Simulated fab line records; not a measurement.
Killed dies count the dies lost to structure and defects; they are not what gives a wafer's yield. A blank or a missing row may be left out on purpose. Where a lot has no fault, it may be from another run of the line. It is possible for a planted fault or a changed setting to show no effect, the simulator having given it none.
Check for tools in common + flow rit cmos + 42 wafers sampled across 14 lots

## THE REASON FOR OPENING IT
At RIT_NSD_TW_MEAS_10 the reading NSD_TW is flagged on 2 of 14 lots. Fault-free wafers read 3137, with a standard deviation of 13.
Rule: a lot is flagged when every wafer of it that has a number lies more than 4 standard deviations from that mean, or none has a number. As for the other lots, they are considered sound.

| lot  | measured    | on            | NSD_TW, wafer by wafer | flag    |
|------|-------------|---------------|------------------------|---------|
| L764 | day 3 07:34 | film metro-02 | 3113 3130 3150         |         |
| L768 | day 4 04:07 | film metro-02 | 3122 3116 3117         |         |
| L771 | day 4 16:08 | film metro-03 | 3327 3317 3307         | FLAGGED |
| L772 | day 4 20:53 | film metro-04 | 3324 3309 3314         | FLAGGED |
| L773 | day 5 04:25 | film metro-04 | 3117 3163 3135         |         |
| L775 | day 5 13:34 | film metro-02 | 3144 3147 3149         |         |
| L777 | day 5 19:46 | film metro-04 | 3113 3117 3117         |         |
| L779 | day 6 07:53 | film metro-04 | 3143 3145 3159         |         |
| L780 | day 6 13:50 | film metro-02 | 3152 3152 3150         |         |
| L782 | day 6 22:30 | film metro-02 | 3144 3135 3139         |         |
| L783 | day 7 05:22 | film metro-02 | 3130 3135 3133         |         |
| L784 | day 7 09:33 | film metro-02 | 3124 3132 3127         |         |
| L785 | day 7 12:01 | film metro-04 | 3149 3140 3136         |         |
| L786 | day 7 18:39 | film metro-03 | 3130 3122 3122         |         |
The mean of the flagged lots' numbers is 3316, +179 from the usual (+14 standard deviations).

## EACH LOT AND THE TOOL IT RAN ON
The record keeps 1 process step preceding the reading, out of 202 steps on the route. Cell contents, in order: the tool; ch with the chambers the sampled wafers went through; the start.
| lot  | flag    | RIT_PLDD_COAT_01                 |
|------|---------|----------------------------------|
| L764 |         | litho track-01 ch 0, day 3 00:44 |
| L768 |         | litho track-04 ch 0, day 3 22:51 |
| L771 | FLAGGED | litho track-01, day 4 10:13      |
| L772 | FLAGGED | litho track-04, day 4 15:38      |
| L773 |         | litho track-04 ch 0, day 4 23:02 |
| L775 |         | litho track-01 ch 0, day 5 08:00 |
| L777 |         | litho track-02 ch 0, day 5 14:31 |
| L779 |         | litho track-01 ch 0, day 6 02:40 |
| L780 |         | litho track-01 ch 0, day 6 06:47 |
| L782 |         | litho track-04 ch 0, day 6 17:01 |
| L783 |         | litho track-04 ch 0, day 7 00:06 |
| L784 |         | litho track-02 ch 0, day 7 03:55 |
| L785 |         | litho track-02 ch 0, day 7 06:36 |
| L786 |         | litho track-04 ch 0, day 7 13:24 |
What these steps do:
- RIT_PLDD_COAT_01: resist thk 1000 nm.
- RIT_NSD_TW_MEAS_10

## FLAGGED AGAINST TOTAL, ONE TOOL AT A TIME (gauges that did the reading follow at the end)
| step               | tool           | lots run | flagged | share of the flagged lots | sound lots run after its first flagged lot |
|--------------------|----------------|----------|---------|---------------------------|--------------------------------------------|
| RIT_PLDD_COAT_01   | litho track-01 | 5        | 1       | some                      | 3 (L775,L779,L780)                         |
| RIT_PLDD_COAT_01   | litho track-02 | 3        | 0       | none                      | -                                          |
| RIT_PLDD_COAT_01   | litho track-04 | 6        | 1       | some                      | 4 (L773,L782,L783,L786)                    |
| RIT_NSD_TW_MEAS_10 | film metro-02  | 7        | 0       | none                      | -                                          |
| RIT_NSD_TW_MEAS_10 | film metro-03  | 2        | 1       | some                      | 1 (L786)                                   |
| RIT_NSD_TW_MEAS_10 | film metro-04  | 5        | 1       | some                      | 4 (L773,L777,L779,L785)                    |

## THE TABLE: WHAT IT ALLOWS
No row of the table ran every flagged lot.

## WHAT HAD BEEN PUT IN BY THE SIMULATOR
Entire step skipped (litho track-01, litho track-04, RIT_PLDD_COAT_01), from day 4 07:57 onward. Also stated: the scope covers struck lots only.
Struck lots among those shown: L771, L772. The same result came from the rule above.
